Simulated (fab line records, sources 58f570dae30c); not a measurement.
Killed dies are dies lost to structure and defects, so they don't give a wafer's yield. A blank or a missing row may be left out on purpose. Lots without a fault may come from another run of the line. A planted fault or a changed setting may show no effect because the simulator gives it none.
Which tool did it? | flow berkeley_cmos170 | 13 lots, 39 wafers sampled, at 5 steps of a route of 331

WHAT THE GAUGES READ, wafer by wafer
UCB170_NSD_TW_MEAS_10. Usual: NSD_TW 4191, standard deviation 65.
lot  | measured     | on            | NSD_TW         | flag
L199 | day 6 16:14  | film_metro-04 | 4242 4215 4222 |
L198 | day 6 16:29  | film_metro-01 | 4273 4308 4274 |
L201 | day 7 00:33  | film_metro-01 | 4280 4258 4274 |
L203 | day 7 20:05  | film_metro-01 | 4298 4294 4299 |
L204 | day 8 08:47  | film_metro-02 | 4090 4134 4113 |
L208 | day 8 17:53  | film_metro-02 | 4125 4124 4126 |
L206 | day 8 18:10  | film_metro-02 | 4109 4129 4117 |
L207 | day 8 18:18  | film_metro-04 | 4233 4226 4232 |
L205 | day 8 18:28  | film_metro-01 | 4253 4263 4268 |
L210 | day 9 13:00  | film_metro-04 | 4194 4196 4216 |
L212 | day 9 23:57  | film_metro-02 | 4090 4113 4108 |
L216 | day 10 21:41 | film_metro-02 | 4136 4116 4121 |
L215 | day 10 21:57 | film_metro-01 | 4243 4246 4254 |

UCB170_SILICIDE_RS_MEAS_02: measures by four-point-probe. Usual: SILICIDE_TI_RS 26.1 ohm/sq, standard deviation 0.35.
lot  | measured     | on            | SILICIDE_TI_RS (ohm/sq) | flag
L199 | day 6 18:05  | film_metro-01 | 26.5 26.3 26.7          |
L198 | day 6 18:12  | film_metro-04 | 25.6 25.7 25.6          |
L201 | day 7 02:40  | film_metro-03 | 25.7 25.6 25.7          |
L203 | day 7 21:46  | film_metro-04 | 26.2 26.1 25.9          |
L204 | day 8 10:33  | film_metro-03 | 26.1 26.4 26.1          |
L208 | day 8 19:41  | film_metro-03 | 26.3 26.4 26.9          |
L206 | day 8 20:05  | film_metro-01 | 25.7 25.6 25.4          |
L207 | day 8 20:07  | film_metro-04 | 26.3 26.2 26.3          |
L205 | day 8 20:16  | film_metro-03 | 26.1 26.2 26.1          |
L210 | day 9 14:46  | film_metro-03 | 26.1 25.4 26.1          |
L212 | day 10 01:37 | film_metro-04 | 26.0 25.9 25.7          |
L216 | day 10 23:30 | film_metro-03 | 26.3 33.5 26.1          | OFF
L215 | day 10 23:50 | film_metro-04 | 25.4 25.9 25.9          |

UCB170_SILICIDE_THK_MEAS_03: measures by xrf. Usual: SILICIDE_TI_THK 29.9 nm, standard deviation 0.37.
lot  | measured     | on            | SILICIDE_TI_THK (nm) | flag
L199 | day 6 18:11  | film_metro-01 | 29.5 29.6 29.2       |
L198 | day 6 18:19  | film_metro-04 | 30.2 30.2 30.2       |
L201 | day 7 02:45  | film_metro-03 | 30.5 30.5 30.5       |
L203 | day 7 21:52  | film_metro-04 | 29.5 29.8 29.9       |
L204 | day 8 10:40  | film_metro-03 | 30.0 29.7 30.0       |
L208 | day 8 19:49  | film_metro-03 | 29.9 29.8 29.2       |
L206 | day 8 20:12  | film_metro-01 | 30.0 30.2 30.3       |
L207 | day 8 20:13  | film_metro-04 | 29.9 29.6 29.6       |
L205 | day 8 20:23  | film_metro-03 | 30.0 29.7 29.9       |
L210 | day 9 14:53  | film_metro-03 | 29.9 30.8 30.0       |
L212 | day 10 01:44 | film_metro-04 | 29.7 30.1 30.3       |
L216 | day 10 23:37 | film_metro-03 | 29.9 24.4 30.0       | OFF
L215 | day 10 23:57 | film_metro-04 | 30.7 30.1 30.1       |

WHICH TOOL RAN EACH LOT (tool, then ch and the chambers of the sampled wafers, then the start)
lot  | UCB170_NSD_STRIP_09                  | UCB170_SILICIDE_SPUTTER_01
L199 | plasma_asher-03 ch 0,1, day 6 16:08  | pvd_sputter-01, day 6 17:55
L198 | plasma_asher-02 ch 0,1, day 6 16:23  | pvd_sputter-03, day 6 18:09
L201 | plasma_asher-03 ch 0,1, day 7 00:27  | pvd_sputter-03, day 7 02:34
L203 | plasma_asher-02 ch 0,1, day 7 19:59  | pvd_sputter-01, day 7 21:43
L204 | plasma_asher-02 ch 0,1, day 8 08:41  | pvd_sputter-03, day 8 10:31
L208 | plasma_asher-04 ch 0,1, day 8 17:47  | pvd_sputter-01, day 8 19:40
L206 | plasma_asher-02 ch 0,1, day 8 18:04  | pvd_sputter-03, day 8 20:02
L207 | plasma_asher-03 ch 0,1, day 8 18:13  | pvd_sputter-02, day 8 20:02
L205 | plasma_asher-02 ch 0,1, day 8 18:22  | pvd_sputter-01, day 8 20:14
L210 | plasma_asher-02 ch 0,1, day 9 12:54  | pvd_sputter-01, day 9 14:44
L212 | plasma_asher-02 ch 0,1, day 9 23:50  | pvd_sputter-03, day 10 01:34
L216 | plasma_asher-04 ch 0,1, day 10 21:35 | pvd_sputter-01, day 10 23:23
L215 | plasma_asher-03 ch 0,1, day 10 21:50 | pvd_sputter-03, day 10 23:47
- UCB170_NSD_STRIP_09: strips in O2.
- UCB170_SILICIDE_SPUTTER_01: material Ti, target thk 30 nm, time 25 s.

WHAT THE TOOLS THEMSELVES READ (means of the sampled wafers that have a number; where no wafer has one, the mark that the record gives instead)
UCB170_NSD_STRIP_09. Usual: drypump_motor_current_A 5.9 A, standard deviation 0.64; oes_product_au 0.533 a.u., standard deviation 0.0042; strip_time_to_endpoint_s 35.85 s, standard deviation 0.065.
lot  | tool            | drypump_motor_current_A (A) | oes_product_au (a.u.) | strip_time_to_endpoint_s (s) | flag
L199 | plasma_asher-03 | 6.0                         | 0.529                 | 35.87                        |
L198 | plasma_asher-02 | 6.0                         | 0.536                 | 35.83                        |
L201 | plasma_asher-03 | 6.0                         | 0.535                 | 35.77                        |
L203 | plasma_asher-02 | 6.0                         | 0.535                 | 35.84                        |
L204 | plasma_asher-02 | 6.3                         | 0.539                 | 35.90                        |
L208 | plasma_asher-04 | 5.6                         | 0.535                 | 35.91                        |
L206 | plasma_asher-02 | 6.3                         | 0.539                 | 36.02                        |
L207 | plasma_asher-03 | 5.5                         | 0.531                 | 35.88                        |
L205 | plasma_asher-02 | 6.1                         | 0.530                 | 35.76                        |
L210 | plasma_asher-02 | 6.3                         | 0.531                 | 35.81                        |
L212 | plasma_asher-02 | 6.0                         | 0.531                 | 35.88                        |
L216 | plasma_asher-04 | 5.6                         | 0.533                 | 35.83                        |
L215 | plasma_asher-03 | 5.5                         | 0.532                 | 35.80                        |

UCB170_SILICIDE_SPUTTER_01. Usual: throttle_valve_pct 30.4 %, standard deviation 1.
lot  | tool           | throttle_valve_pct (%) | flag
L199 | pvd_sputter-01 | 30.1                   |
L198 | pvd_sputter-03 | 29.9                   |
L201 | pvd_sputter-03 | 31.1                   |
L203 | pvd_sputter-01 | 31.1                   |
L204 | pvd_sputter-03 | 30.4                   |
L208 | pvd_sputter-01 | 30.5                   |
L206 | pvd_sputter-03 | 29.9                   |
L207 | pvd_sputter-02 | 30.7                   |
L205 | pvd_sputter-01 | 31.0                   |
L210 | pvd_sputter-01 | 30.6                   |
L212 | pvd_sputter-03 | 30.5                   |
L216 | pvd_sputter-01 | 31.2                   |
L215 | pvd_sputter-03 | 30.6                   |

THE ANSWER, worked out from the rows above alone
Rule: a lot is off if the mean of its wafers that have a number lies more than 3 standard deviations from the usual mean. A lot without any number at a reading at which 4 lots or more have one is off too. The other lots that the step has rows for count as sound. The gauges are gone through in route order, then the tools' own readings, and for those a lot's mean is taken as printed above. The first step at which some lot is off is used, and at that step the reading that is off furthest; a lot without a number counts as furthest.
Off: L216, at UCB170_SILICIDE_RS_MEAS_02 (SILICIDE_TI_RS).
A tool fits if, at a process step before that reading, it ran every lot that is off, and no sound lot after the first of them. The gauges at UCB170_SILICIDE_RS_MEAS_02 are tried like those tools. Can't be told from this: 3 tools fit, plasma_asher-04 at UCB170_NSD_STRIP_09, pvd_sputter-01 at UCB170_SILICIDE_SPUTTER_01, film_metro-03 at UCB170_SILICIDE_RS_MEAS_02.

WHAT THE SIMULATOR HAD PUT IN
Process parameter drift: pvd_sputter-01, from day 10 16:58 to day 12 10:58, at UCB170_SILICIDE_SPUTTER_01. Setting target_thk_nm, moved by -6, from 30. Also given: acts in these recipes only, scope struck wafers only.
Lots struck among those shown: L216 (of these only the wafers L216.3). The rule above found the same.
